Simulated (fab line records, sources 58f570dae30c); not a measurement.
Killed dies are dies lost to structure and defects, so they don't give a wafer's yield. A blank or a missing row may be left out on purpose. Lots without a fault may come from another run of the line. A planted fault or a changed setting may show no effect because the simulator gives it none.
One fault seen from 2 desks | flow berkeley_cmos170 | each desk has only its own numbers; what lay behind them comes last

THE TOOL OWNER'S DESK: implanter-02
The tool's own readings at UCB170_PVT_IMPLANT_07: means of the sampled wafers that have a number, for each lot that ran on this tool. A lot is out of limits, marked OUT, if its mean lies more than 4 standard deviations from the usual mean; the brackets give that distance.
Columns: A = beam_on_s at UCB170_PVT_IMPLANT_07, usual 10.00 s
lot  | first seen here | A
L267 | day 8 05:32     | 10.11
L268 | day 8 06:05     | 9.89
L272 | day 8 15:00     | 10.17
L273 | day 8 22:28     | 9.93
This desk's finding: nothing out of limits on any of the 4 lots.

THE METROLOGY DESK
What the gauges read, lot by lot, whatever tool the lot ran on: means of the sampled wafers that have a number. A lot is out of limits, marked OUT, if its mean lies more than 4 standard deviations from the usual mean; the brackets give that distance.
Columns: A = PVT_TW at UCB170_PVT_TW_MEAS_09, usual 508.2; B = PLDD_OVL at UCB170_PLDD_OVL_MEAS_07, usual -5 nm; C = cd_nm at UCB170_NLDD_CD_MEAS_06, usual 1200.2 nm
lot  | first seen here | A                | B   | C
L258 | day 6 06:22     | 506.1            | -6  | 1200.8
L257 | day 6 06:47     | 509.3            | -4  | 1203.0
L261 | day 6 17:24     | 508.0            | -6  | 1200.4
L260 | day 6 17:47     | 505.4            | -6  | 1199.6
L265 | day 7 20:41     | 507.7            | -7  | 1202.6
L267 | day 8 05:49     | 508.6            | -4  | 1200.4
L268 | day 8 06:19     | 507.1            | 2   | 1201.3
L272 | day 8 15:15     | 487.1 (-9.2) OUT | -7  | 1203.7
L275 | day 8 22:29     | 508.5            | -2  | 1199.0
L273 | day 8 22:41     | 485.3 (-10) OUT  | -14 | 1200.6
L274 | day 8 22:56     | 511.1            | -1  | 1199.9
L277 | day 9 16:02     | 505.3            | -5  | 1197.6
L279 | day 9 21:58     | 511.3            | 5   | 1200.0
L278 | day 9 22:15     | 509.2            | -10 | 1198.8
This desk's finding: out of limits on L272, L273; first on L272, day 8 15:15 (PVT_TW at UCB170_PVT_TW_MEAS_09). In limits: L258, L257, L261, L260, L265, L267, L268, L275, L274, L277, L279, L278.

PUT TOGETHER
The metrology desk could have raised an alarm at day 8 15:15, on L272, L273.
The tool owner's desk saw nothing out of limits.
The tool owner's desk has L272, L273 on record, within its limits.
Of the lots named, all ran UCB170_PVT_IMPLANT_07 on implanter-02.

WHAT THE SIMULATOR HAD PUT IN
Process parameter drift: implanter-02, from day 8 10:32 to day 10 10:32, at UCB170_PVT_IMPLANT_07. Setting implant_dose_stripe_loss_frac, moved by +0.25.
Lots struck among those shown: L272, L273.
Hours from the fault's start to each desk's first reading out of limits: the metrology desk, 5.
